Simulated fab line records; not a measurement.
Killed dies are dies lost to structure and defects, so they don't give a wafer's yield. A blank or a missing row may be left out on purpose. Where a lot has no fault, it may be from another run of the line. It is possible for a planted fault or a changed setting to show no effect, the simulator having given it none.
Split-lot experiment ; flow rit_cmos ; 24 wafers read from 5 lots, route of 202 steps

SPLIT DETAILS
At RIT_GATE_DEVELOP_15 (develop time 50 s), the setting develop_time_s was moved away from the recipe's 50 s on 9 of the 24 wafers read, by -57.3% to -42.1%. All remaining wafers had this setting at the recipe value.

FROM THE SPLIT TO THE READING: what the file shows between them, 5 steps
- RIT_SDANNEAL_RTA_03: time 5 s (also split here: time_s)
- RIT_SDANNEAL_RS_MEAS_04: measures by four-point-probe
- RIT_SDANNEAL_RS_MEAS_05: measures by four-point-probe
- RIT_SDANNEAL_RS_MEAS_06: measures by four-point-probe
- RIT_SDANNEAL_RS_MEAS_07: measures by four-point-probe

THE READING
etest.nmos_turned.drive_ua_um (the simulator's own value, which no gauge read), at RIT_M1_PROBE_99. The file does not state a usual value for it. Across the 15 wafers here that went through the recipe, the average is 332.5 and the standard deviation 32.

wafer;tool, chamber at the split;develop_time_s as run, s;against the recipe;etest.nmos_turned.drive_ua_um;against lot-mates on the recipe
L074.1;litho_track-03, 0;50;recipe;293.9;-
L074.2;litho_track-03, 0;23.13;-53.7%;184.4;-92.2
L074.3;litho_track-03, 0;50;recipe;265.7;-
L074.4;litho_track-03, 0;50;recipe;270.1;-
L074.5;litho_track-03, 0;23.13;-53.7%;183.4;-93.2
L074.6;litho_track-03, 0;23.13;-53.7%;167.8;-108.8
L079.3;litho_track-02, 0;50;recipe;324.8;-
L079.4;litho_track-02, 0;50;recipe;329.3;-
L079.5;litho_track-02, 0;50;recipe;340.7;-
L081.2;litho_track-02, 0;50;recipe;324.7;-
L081.3;litho_track-02, 0;50;recipe;332.4;-
L081.4;litho_track-02, 0;50;recipe;340.9;-
L082.1;litho_track-02, 0;50;recipe;350.2;-
L082.2;litho_track-02, 0;50;recipe;367.1;-
L082.3;litho_track-02, 0;21.35;-57.3%;190.4;-171.0
L082.4;litho_track-02, 0;50;recipe;367;-
L082.5;litho_track-02, 0;21.35;-57.3%;186.2;-175.2
L082.6;litho_track-02, 0;21.35;-57.3%;191.6;-169.8
L084.1;litho_track-03, 0;28.95;-42.1%;231;-129.5
L084.2;litho_track-03, 0;50;recipe;355.9;-
L084.3;litho_track-03, 0;28.95;-42.1%;232.2;-128.3
L084.4;litho_track-03, 0;28.95;-42.1%;233.7;-126.8
L084.5;litho_track-03, 0;50;recipe;370.6;-
L084.6;litho_track-03, 0;50;recipe;354.9;-

FIT RESULTS
A straight line over all 24 wafers: etest.nmos_turned.drive_ua_um changes by +2.61 for each +1% of develop_time_s; r = +0.93; the points scatter about the line by 27.
The same after taking each lot's own level away (the mean of its wafers on the recipe; 24 wafers): +2.57 for each +1%; r = +0.96; scatter 20.
The reading moves by 1.5e+02 for the largest change in develop_time_s, on that fit.
The lots' own levels span 276.57 to 361.43, that is 2.7 times the standard deviation above.
Hence the lot-to-lot level has little effect on the slope; both slopes agree.
Check: with one of the wafers moved furthest among these (-57.3%) left out of the fit, the line predicts -144 for it against its lot-mates. Against them it came out at -171.

THE OTHER SPLITS THESE WAFERS WENT THROUGH
Other splits were also applied to these wafers ahead of the reading. Each is held against what the fit with the lots' levels taken away leaves over:
other split on the same wafers;wafers away from the commonest value;r with etest.nmos_turned.drive_ua_um (lot level and that fit taken away)
RIT_ACTIVE_DEVELOP_10 develop_time_s;6;+0.17
RIT_SDANNEAL_RTA_03 time_s;9;-0.13

THE WHOLE CHAIN: every reading that the file lists as answering this split, in the file's order
step;what it does;reading;change (the file's fit);r (the file's)
RIT_M1_PROBE_99;;etest.pmos_turned.r_on_ohm_um (the simulator's own value, which no gauge read);-63.4 for each +1% of the setting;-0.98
RIT_M1_PROBE_99;;etest.pmos_0p15.r_on_ohm_um (the simulator's own value, which no gauge read);-64.1 for each +1% of the setting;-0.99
RIT_M1_PROBE_99;;etest.pmos_0p3.r_on_ohm_um (the simulator's own value, which no gauge read);-54.2 for each +1% of the setting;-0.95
RIT_M1_PROBE_99;;etest.nmos_0p15.r_on_ohm_um (the simulator's own value, which no gauge read);-19.8 for each +1% of the setting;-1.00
RIT_M1_PROBE_99;;etest.nmos_0p3.r_on_ohm_um (the simulator's own value, which no gauge read);-16.4 for each +1% of the setting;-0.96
RIT_M1_PROBE_99;;etest.nmos_0p15.drive_ua_um (the simulator's own value, which no gauge read);+4.71 for each +1% of the setting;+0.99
RIT_M1_PROBE_99;;etest.pmos_0p15.drive_ua_um (the simulator's own value, which no gauge read);+2.91 for each +1% of the setting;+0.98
RIT_M1_PROBE_99;;etest.nmos_turned.drive_ua_um (the simulator's own value, which no gauge read);+2.58 for each +1% of the setting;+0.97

FILE'S OWN FIT
etest.nmos_turned.drive_ua_um changes by +2.58 for each +1% of develop_time_s, r = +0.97.
